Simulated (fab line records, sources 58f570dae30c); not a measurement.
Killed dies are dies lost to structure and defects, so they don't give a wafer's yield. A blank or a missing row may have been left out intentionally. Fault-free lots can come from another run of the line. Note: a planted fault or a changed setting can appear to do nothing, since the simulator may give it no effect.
One fault through the eyes of 2 desks    flow berkeley cmos170    each desk holds nothing but its own numbers, with what lay behind them at the end

FOR THE TOOL OWNER'S DESK: rie diel-01
The tool's own readings at UCB170_V2_ETCH_14 (etches SiO2 in CHF3/CF4/Ar, stops on Al, target depth 1250 nm, time 298.2 s): means of the sampled wafers that have a number, for each lot that ran on this tool. The brackets show how far a lot's mean lies from the usual mean; more than 4 standard deviations puts the lot out of limits, marked OUT.
Columns: A = drypump motor current A at UCB170_V2_ETCH_14, usual 5.8 A; B = oes product au at UCB170_V2_ETCH_14, usual 0.874 a.u.; C = throttle valve pct at UCB170_V2_ETCH_14, usual 6.98 %
lot   first seen here  A    B      C
L507  day 7 05:32      6.1  0.867  7.07
L509  day 7 17:07      5.8  0.869  6.97
L515  day 9 01:32      5.8  0.869  6.96
L517  day 10 02:03     5.9  0.873  7.06
This desk's verdict: no lot among the 4 shows anything out of limits.

METROLOGY DESK
Lot by lot, what the gauges showed, no matter which tool ran the lot: averages of those sampled wafers that carry a number. The brackets show how far a lot's mean lies from the usual mean; more than 4 standard deviations puts the lot out of limits, marked OUT.
Columns: A = cd nm at UCB170_V1_CD_MEAS_90, usual 700.5 nm; B = cd nm at UCB170_M3_CD_MEAS_15, usual 699.5 nm
lot   first seen here  A      B
L507  day 6 22:45      700.3  699.3
L508  day 7 09:37      702.1  701.0
L509  day 7 12:15      700.1  696.8
L510  day 8 00:14      700.5  698.8
L511  day 8 00:31      700.5  699.9
L515  day 8 17:10      703.2  700.1
L517  day 9 21:22      699.7  697.2
L521  day 10 11:01     699.1  701.7
L525  day 11 14:44     702.1  700.5
L526  day 11 17:03     702.4  697.0
L527  day 11 17:10     700.7  700.7
L528  day 11 17:20     700.6  699.6
L530  day 12 09:09     701.9  698.9
L529  day 12 09:15     699.3  697.6
This desk's verdict: no lot among the 14 shows anything out of limits.

ALL TOGETHER
The desk of the tool owner found nothing out of limits.
The metrology desk saw nothing out of limits.

WHAT HAD BEEN PUT IN BY THE SIMULATOR
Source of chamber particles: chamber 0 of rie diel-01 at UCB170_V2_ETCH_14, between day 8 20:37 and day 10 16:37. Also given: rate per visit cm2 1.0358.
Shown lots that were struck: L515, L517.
